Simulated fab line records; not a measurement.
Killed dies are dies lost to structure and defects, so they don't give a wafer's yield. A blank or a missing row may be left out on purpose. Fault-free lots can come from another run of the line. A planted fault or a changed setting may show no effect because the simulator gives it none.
The same fault as seen by 2 desks ; flow berkeley cmos170 ; every desk sees just its own numbers, and what lay behind them comes last

## METROLOGY DESK
Lot by lot, what the gauges showed, no matter which tool ran the lot: averages of those sampled wafers that carry a number. A lot is out of limits, marked OUT, if its mean lies more than 4 standard deviations from the usual mean; the brackets give that distance.
Columns: A = PFIELD_OVL at UCB170_PFIELD_OVL_MEAS_06, usual -1 nm; B = PFIELD_TW at UCB170_PFIELD_TW_MEAS_09, usual 599; C = FIELD_OXIDE_THK at UCB170_FIELD_THK_MEAS_02, usual 552 nm; D = FIELD_OXIDE_LEFT_1_THK at UCB170_FIELD_THK_MEAS_90, usual 435 nm
lot;first seen here;A;B;C;D
L177;day 4 14:28;-2;596;558;441
L178;day 5 08:53;0;589;536;418
L188;day 6 23:23;2;606;541;425
L194;day 8 11:32;6;600;553;404
L196;day 8 13:55;4;609;544;428
L195;day 8 14:16;1;598;571;423
This desk's verdict: no lot among the 6 shows anything out of limits.

## AT THE TOOL OWNER'S DESK: wet bench-02
The tool's own readings at UCB170_FIELD_WET_ETCH_05 (etches Si3N4 in H3PO4, time 12600 s): means of the sampled wafers that have a number, for each lot that ran on this tool. A lot is out of limits, marked OUT, if its mean lies more than 4 standard deviations from the usual mean; the brackets give that distance.
Columns: A = run length s at UCB170_FIELD_WET_ETCH_05, usual 12628 s; B = temp c at UCB170_FIELD_WET_ETCH_05, usual 159.98 C
lot;first seen here;A;B
L178;day 5 18:14;12636;159.61
L194;day 8 20:06;25225 (+99 or more) OUT;160.01
L195;day 9 00:04;25231 (+99 or more) OUT;160.00
L196;day 9 00:04;12636;160.07
Finding of this desk: L194, L195 out of limits; the first was L194 at day 8 20:06, on run length s at UCB170_FIELD_WET_ETCH_05. L178, L196 stayed within limits.

## PUT TOGETHER
The tool owner's desk could have raised an alarm at day 8 20:06, on L194, L195.
From the metrology desk's view, nothing was out of limits.
The metrology desk has L194, L195 on record, within its limits.
Every lot named ran UCB170_FIELD_WET_ETCH_05 on wet bench-02.

## WHAT THE SIMULATOR HAD INSERTED
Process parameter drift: wet bench-02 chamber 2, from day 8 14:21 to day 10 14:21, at UCB170_FIELD_WET_ETCH_05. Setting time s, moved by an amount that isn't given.
Lots struck among those shown: L194, L195.
Time in hours from fault onset to the first out-of-limits reading at each desk: the tool owner's desk, 6.
